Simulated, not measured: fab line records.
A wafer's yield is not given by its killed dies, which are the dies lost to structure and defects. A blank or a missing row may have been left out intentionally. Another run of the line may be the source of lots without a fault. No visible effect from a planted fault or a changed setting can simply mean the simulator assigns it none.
A struck lot beside a sound one	flow berkeley cmos170	14 steps out of a route of 331
Sound: these wafers, L136.2, L136.4, L136.6. Wafers L141.2, L141.3, L141.4 were the ones struck. The cause is given at the end.
Order at every step that has rows: each side's tool, ch and its chambers, its first start. Under that, the readings that differ: sound wafers	struck wafers	difference of the means	sigmas: that difference in standard deviations of wafers without a fault.
alike: readings with means less than 2 such deviations apart, plus words and numbers identical on both sides. not compared: withheld readings, readings lacking a value on some wafer, bounds such as >300 that could conceal the same value, and numbers that have no deviation in the record and whose values overlap.
The two part at a step that has a row with sigmas, a row that says differs or no value, or rows on one side only. Numbers that have no deviation but don't overlap get no sigmas and don't part them. Lack of a reading on every wafer of one side parts them only where that side has two or more wafers.

first, 2 steps without rows for these wafers: UCB170_CONTACT_CLEAN_00 (cleans in SPM, time 600 s); UCB170_CONTACT_CVD_01 (deposits PSG from SiH4/O2/PH3, target thk 700 nm, time 2820 s).
UCB170_CONTACT_THK_MEAS_02:
  sound on film metro-01 at day 7 22:55; struck on film metro-03 at day 9 08:39
  alike: CONTACT_PSG_THK
then, 3 steps without rows for these wafers: UCB170_CONTACT_HMDS_03 (prime time 60 s); UCB170_CONTACT_COAT_04 (resist thk 900 nm); UCB170_CONTACT_SOFTBAKE_05 (time 60 s).
UCB170_CONTACT_STRIP_06: strips in O2.
  sound on plasma asher-02 ch 0,1, day 7 23:32; struck on plasma asher-01 ch 0,1, day 9 09:09
  alike: drypump motor current A, oes product au, strip time to endpoint s
  not compared: rf hours counter h
then, 1 step without rows for these wafers: UCB170_CONTACT_CLEAN_07 (cleans in SPM, time 600 s).
UCB170_CONTACT_RTA_08: time 10 s.
  sound on rtp anneal-01 ch 0, day 8 01:00; struck on rtp anneal-01 ch 0, day 9 09:26
  alike: anneal temp c max, lamp power pct, wafer_temp_C_max
then, 3 steps without rows for these wafers: UCB170_CONTACT_COAT_09; UCB170_CONTACT_COAT_10 (resist thk 900 nm); UCB170_CONTACT_SOFTBAKE_11 (time 60 s).
UCB170_CONTACT_EXPOSE_12: exposes mask CONT, target cd 700 nm.
  sound on krf scanner-02 ch 0, day 8 01:56; struck on krf scanner-01, day 9 10:05
  no value came back on the struck wafers for exposure dose mJ cm2, focus offset nm (nm), sigma outer; on the sound wafers exposure dose mJ cm2 reads 34.97 34.96 35.02
  alike: mask
following that, these wafers have no rows for 1 step: UCB170_CONTACT_PEB_13.

WHERE THEY PART
At UCB170_CONTACT_EXPOSE_12 and nowhere else, as far as this record goes.

WHY: the cause the simulator had injected
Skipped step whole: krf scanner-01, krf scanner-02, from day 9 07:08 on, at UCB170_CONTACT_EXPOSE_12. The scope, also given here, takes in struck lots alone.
